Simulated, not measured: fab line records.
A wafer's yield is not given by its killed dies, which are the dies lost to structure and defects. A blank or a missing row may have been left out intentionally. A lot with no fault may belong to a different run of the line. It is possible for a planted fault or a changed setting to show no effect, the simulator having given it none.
A lot that was struck, set against a sound lot :: flow rit cmos :: 17 out of 202 route steps
Sound: wafers L771.3, L771.4, L771.6. Wafers L778.2, L778.3, L778.5 were the ones struck. The cause is given at the end.
Each step with rows lists, per side, the tool, then ch with its chambers, then its first start. Under that, the readings that differ: sound wafers :: struck wafers :: difference of the means :: sigmas: that difference in standard deviations of wafers without a fault.
alike: a reading whose means differ by less than 2 such deviations, as well as words and numbers matching on both sides. not compared: withheld readings; readings where some wafer has no value; bounds like >300 that might hide an equal value; numbers whose values overlap and for which the record gives no deviation.
Wherever a step has rows on one side only, a row that says differs or no value, or a row with sigmas, the two part there. Numbers that don't overlap but have no deviation are shown without sigmas and don't part them. A reading missing from all wafers of one side parts the sides only when that side holds two or more wafers.

first, 2 steps without rows for these wafers: RIT_NRETRO_HARDBAKE_07 (time 120 s); RIT_NRETRO_IMPLANT_08.
RIT_NRETRO_STRIP_09: strips in O2, time 180 s.
  sound on plasma asher-02 ch 0,1, day 2 07:14; struck on plasma asher-02 ch 0,1, day 3 16:31
  alike: chamber pressure mTorr, drypump motor current A
  not compared: rf hours counter h
RIT_NRETRO_TW_MEAS_10:
  sound: film metro-03 at day 2 07:22; struck: film metro-03 at day 3 16:42
  alike: NRETRO_TW
then, 6 steps without rows for these wafers: RIT_PRETRO_HMDS_00 (prime time 60 s); RIT_PRETRO_COAT_01 (resist thk 1300 nm); RIT_PRETRO_SOFTBAKE_02 (time 60 s); RIT_PRETRO_EXPOSE_03 (exposes mask M5, target cd 43700 nm); RIT_PRETRO_PEB_04; RIT_PRETRO_DEVELOP_05 (develop time 68 s).
RIT_PRETRO_OVL_MEAS_06:
  sound: overlay-02 at day 2 08:28; struck: overlay-01 at day 3 17:46
  alike: PRETRO_OVL
then, 1 step without rows for these wafers: RIT_PRETRO_HARDBAKE_07 (time 120 s).
RIT_PRETRO_IMPLANT_08:
  sound on implanter-01 ch 0, day 2 08:54; struck on implanter-03 ch 0, day 3 18:23
  alike: beam energy keV, beam on s, faraday current uA
RIT_PRETRO_STRIP_09: strips in O2, time 180 s.
  sound on plasma asher-02 ch 0,1, day 2 09:03; struck on plasma asher-04 ch 0,1, day 3 18:31
  alike: chamber pressure mTorr, drypump motor current A
  not compared: rf hours counter h
RIT_PRETRO_TW_MEAS_10:
  sound: film metro-02 at day 2 09:11; struck: film metro-04 at day 3 18:41
reading: PRETRO_TW
sound: 470.9 476.7 473.2
struck: 590.9 591.8 590.8
difference: +117.6
sigmas: +39
then, 1 step without rows for these wafers: RIT_GATE_WET_ETCH_00 (etches SiO2 in BOE, target depth 56 nm, time 60 s).
RIT_M1_PROBE_99:
  sound: prober-01 at day 3 15:09; struck: prober-01 at day 4 21:36
reading: killed at contacts
sound: 2 2 0
struck: 0 1 1
difference: -1
sigmas: -2
  alike: killed at front end, killed dies, killed open, killed short

WHERE THEY PART
Last at RIT_M1_PROBE_99 as far as this record goes, first at RIT_PRETRO_TW_MEAS_10.

WHY: what the simulator had put in
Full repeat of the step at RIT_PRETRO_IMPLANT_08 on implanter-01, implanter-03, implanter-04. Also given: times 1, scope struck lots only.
